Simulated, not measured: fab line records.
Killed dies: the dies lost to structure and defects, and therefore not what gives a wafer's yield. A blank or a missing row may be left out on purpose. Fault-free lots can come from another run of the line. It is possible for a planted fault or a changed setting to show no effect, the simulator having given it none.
Split-lot experiment :: flow berkeley_cmos170 :: 23 wafers read from 5 lots, route of 331 steps

== ABOUT THE SPLIT ==
At UCB170_CONTACT_EXPOSE_12 (exposes mask CONT, target cd 700 nm), the setting dose_mj was moved away from the recipe's 35 on 9 of the 23 wafers read, by -4.8% to +7.3%. All remaining wafers had this setting at the recipe value.

== FROM THE SPLIT TO THE READING: what the file shows between them, 6 steps ==
- UCB170_CONTACT_PEB_13
- UCB170_CONTACT_DEVELOP_14: develop time 45 s
- UCB170_CONTACT_CD_MEAS_15: target cd 700 nm
- UCB170_CONTACT_ETCH_17: etches BARC in N2/H2
- UCB170_CONTACT_ETCH_18: etches PSG in CHF3/CF4/Ar, stops on TiSi2, target depth 840 nm, time 195 s
- UCB170_CONTACT_STRIP_19: strips in O2

== THE READING ==
cd_nm, in nm, at UCB170_CONTACT_CD_MEAS_90 (target cd 700 nm). Typical for fault-free wafers on this fab line: 699.3 nm, with standard deviation 1.5 nm.

wafer: L078.1
tool, chamber at the split: krf_scanner-02, 0
dose_mj as run: 35
against the recipe: recipe
cd_nm, nm: 701.1
against lot-mates on the recipe: -

wafer: L078.2
tool, chamber at the split: krf_scanner-02, 0
dose_mj as run: 35
against the recipe: recipe
cd_nm, nm: 699.8
against lot-mates on the recipe: -

wafer: L078.3
tool, chamber at the split: krf_scanner-02, 0
dose_mj as run: 37.19
against the recipe: +6.3%
cd_nm, nm: 711.3
against lot-mates on the recipe: +10.8

wafer: L078.4
tool, chamber at the split: krf_scanner-02, 0
dose_mj as run: 37.19
against the recipe: +6.3%
cd_nm, nm: 711.8
against lot-mates on the recipe: +11.3

wafer: L078.6
tool, chamber at the split: krf_scanner-02, 0
dose_mj as run: 37.19
against the recipe: +6.3%
cd_nm, nm: 711.8
against lot-mates on the recipe: +11.3

wafer: L079.2
tool, chamber at the split: krf_scanner-01, 0
dose_mj as run: 35
against the recipe: recipe
cd_nm, nm: 698.3
against lot-mates on the recipe: -

wafer: L079.3
tool, chamber at the split: krf_scanner-01, 0
dose_mj as run: 35
against the recipe: recipe
cd_nm, nm: 699.7
against lot-mates on the recipe: -

wafer: L079.6
tool, chamber at the split: krf_scanner-01, 0
dose_mj as run: 35
against the recipe: recipe
cd_nm, nm: 698.5
against lot-mates on the recipe: -

wafer: L081.1
tool, chamber at the split: krf_scanner-01, 0
dose_mj as run: 33.32
against the recipe: -4.8%
cd_nm, nm: 691.7
against lot-mates on the recipe: -7.8

wafer: L081.2
tool, chamber at the split: krf_scanner-01, 0
dose_mj as run: 33.32
against the recipe: -4.8%
cd_nm, nm: 690.5
against lot-mates on the recipe: -9.0

wafer: L081.3
tool, chamber at the split: krf_scanner-01, 0
dose_mj as run: 35
against the recipe: recipe
cd_nm, nm: 699.2
against lot-mates on the recipe: -

wafer: L081.5
tool, chamber at the split: krf_scanner-01, 0
dose_mj as run: 33.32
against the recipe: -4.8%
cd_nm, nm: 690.3
against lot-mates on the recipe: -9.2

wafer: L081.6
tool, chamber at the split: krf_scanner-01, 0
dose_mj as run: 35
against the recipe: recipe
cd_nm, nm: 699.8
against lot-mates on the recipe: -

wafer: L084.1
tool, chamber at the split: krf_scanner-02, 0
dose_mj as run: 35
against the recipe: recipe
cd_nm, nm: 700.3
against lot-mates on the recipe: -

wafer: L084.2
tool, chamber at the split: krf_scanner-02, 0
dose_mj as run: 35
against the recipe: recipe
cd_nm, nm: 702.1
against lot-mates on the recipe: -

wafer: L084.4
tool, chamber at the split: krf_scanner-02, 0
dose_mj as run: 35
against the recipe: recipe
cd_nm, nm: 701.9
against lot-mates on the recipe: -

wafer: L084.5
tool, chamber at the split: krf_scanner-02, 0
dose_mj as run: 35
against the recipe: recipe
cd_nm, nm: 699.6
against lot-mates on the recipe: -

wafer: L084.6
tool, chamber at the split: krf_scanner-02, 0
dose_mj as run: 35
against the recipe: recipe
cd_nm, nm: 702.0
against lot-mates on the recipe: -

wafer: L085.1
tool, chamber at the split: krf_scanner-02, 0
dose_mj as run: 37.56
against the recipe: +7.3%
cd_nm, nm: 713.7
against lot-mates on the recipe: +11.8

wafer: L085.2
tool, chamber at the split: krf_scanner-02, 0
dose_mj as run: 35
against the recipe: recipe
cd_nm, nm: 701.6
against lot-mates on the recipe: -

wafer: L085.3
tool, chamber at the split: krf_scanner-02, 0
dose_mj as run: 37.56
against the recipe: +7.3%
cd_nm, nm: 713.1
against lot-mates on the recipe: +11.1

wafer: L085.4
tool, chamber at the split: krf_scanner-02, 0
dose_mj as run: 37.56
against the recipe: +7.3%
cd_nm, nm: 713.7
against lot-mates on the recipe: +11.8

wafer: L085.6
tool, chamber at the split: krf_scanner-02, 0
dose_mj as run: 35
against the recipe: recipe
cd_nm, nm: 702.3
against lot-mates on the recipe: -

THE FIT
A straight line over all 23 wafers: cd_nm changes by +1.84 nm for each +1% of dose_mj; r = +0.99; the points scatter about the line by 1.2 nm.
The same after taking each lot's own level away (the mean of its wafers on the recipe; 23 wafers): +1.7 nm for each +1%; r = +0.99; scatter 0.79 nm.
Per that fit: largest dose_mj move, reading shift of 12 nm.
The span of the lots' own levels, 698.83 to 701.95 nm, comes to 2.1 times the standard deviation stated above.
Consequently the slope shifts little with the lot-to-lot level, the two slopes agreeing.
Check: for one of the wafers moved furthest among these (+7.3%), held out of the fit, the line's prediction against its lot-mates is +12.5 nm. Against them it came out at +11.8 nm.

== OTHER SPLITS APPLIED TO THESE WAFERS ==
Other splits were also applied to these wafers ahead of the reading. Each is held against what the fit with the lots' levels taken away leaves over:
other split on the same wafers: UCB170_PSD_IMPLANT_08 dose_cm2
wafers away from the commonest value: 7
r with cd_nm (lot level and that fit taken away): +0.10

other split on the same wafers: UCB170_NSD_IMPLANT_08 energy_kev
wafers away from the commonest value: 11
r with cd_nm (lot level and that fit taken away): +0.17

other split on the same wafers: UCB170_BACKSIDE_STRIP_03 power_w
wafers away from the commonest value: 10
r with cd_nm (lot level and that fit taken away): +0.11

other split on the same wafers: UCB170_CONTACT_COAT_04 spin_rpm
wafers away from the commonest value: 7
r with cd_nm (lot level and that fit taken away): +0.18

== THE WHOLE CHAIN: every reading that the file lists as answering this split, in the file's order ==
step: UCB170_CONTACT_CD_MEAS_15
what it does: target cd 700 nm
reading: cd_nm
change (the file's fit): +1.67 nm for each +1% of the setting
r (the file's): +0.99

step: UCB170_CONTACT_ETCH_17
what it does: etches BARC in N2/H2
reading: CONTACT.cd_nm (the simulator's own value, which no gauge read)
change (the file's fit): +1.68 nm for each +1% of the setting
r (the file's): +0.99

step: UCB170_CONTACT_CD_MEAS_90
what it does: target cd 700 nm
reading: cd_nm
change (the file's fit): +1.69 nm for each +1% of the setting
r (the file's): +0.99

== FILE'S OWN FIT ==
cd_nm changes by +1.69 nm for each +1% of dose_mj, r = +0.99.
